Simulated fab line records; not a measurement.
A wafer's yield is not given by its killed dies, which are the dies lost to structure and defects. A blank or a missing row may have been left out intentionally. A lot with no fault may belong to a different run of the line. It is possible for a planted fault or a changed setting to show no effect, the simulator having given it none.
What tool caused it? | flow ritCmos | Sampling: 7 lots, 21 wafers, 2 of 202 route steps

WHAT THE GAUGES READ, wafer by wafer
RIT_SILICIDE_RS_MEAS_02: uses a four-point probe to measure.
lot  | measured    | on           | SILICIDE_TI_RS (ohm/sq)
L981 | day 3 09:28 | filmMetro-02 | 48.7 49.3 48.0
L983 | day 4 00:27 | filmMetro-03 | 47.4 47.2 48.3
L985 | day 4 09:27 | filmMetro-03 | 47.7 48.4 48.0
L987 | day 4 14:26 | filmMetro-02 | 46.8 47.0 47.8
L995 | day 6 06:13 | filmMetro-03 | 31.2 46.5 48.0
L998 | day 6 20:57 | filmMetro-02 | 48.8 47.4 46.9
L102 | day 7 17:58 | filmMetro-02 | 48.6 49.8 48.5

WHAT TOOL EACH LOT RAN ON (gives the tool, then ch and the chambers of the sampled wafers, and finally the start)
lot  | RIT_SILICIDE_SPUTTER_01
L981 | pvdSputter-03, day 3 09:19
L983 | pvdSputter-01, day 4 00:18
L985 | pvdSputter-04, day 4 09:16
L987 | pvdSputter-04, day 4 14:14
L995 | pvdSputter-04, day 6 06:02
L998 | pvdSputter-03, day 6 20:48
L102 | pvdSputter-03, day 7 17:49
- RIT_SILICIDE_SPUTTER_01: material Ti, target thk 30 nm, time 240 s.

THE ANSWER, worked out from the rows above alone
Rule: the usual values come from the lots themselves. Put in order of their means at a reading, lots are off if they are a third of the lots or fewer, leave a main group of 4 or more, and stand apart from it by a gap of 3 or more times the standard deviation of the main group's means; of several such gaps the widest counts. If all means in a main group match to the digits the tables above print for the reading, that group is not used. Also off: a lot with no number at a reading for which 4 or more lots have one. All remaining lots with rows at the step are treated as sound.
Off: L995, seen at RIT_SILICIDE_RS_MEAS_02 (SILICIDE_TI_RS). Main group: mean 48.0 ohm/sq, sd 0.61.
A tool fits if, at a process step before that reading, it ran every lot that is off, and no sound lot after the first of them. The gauges at RIT_SILICIDE_RS_MEAS_02 are tried like those tools. Undecided on this evidence; 2 tools fit (pvdSputter-04 at RIT_SILICIDE_SPUTTER_01, filmMetro-03 at RIT_SILICIDE_RS_MEAS_02).

WHAT WAS PUT IN BY THE SIMULATOR
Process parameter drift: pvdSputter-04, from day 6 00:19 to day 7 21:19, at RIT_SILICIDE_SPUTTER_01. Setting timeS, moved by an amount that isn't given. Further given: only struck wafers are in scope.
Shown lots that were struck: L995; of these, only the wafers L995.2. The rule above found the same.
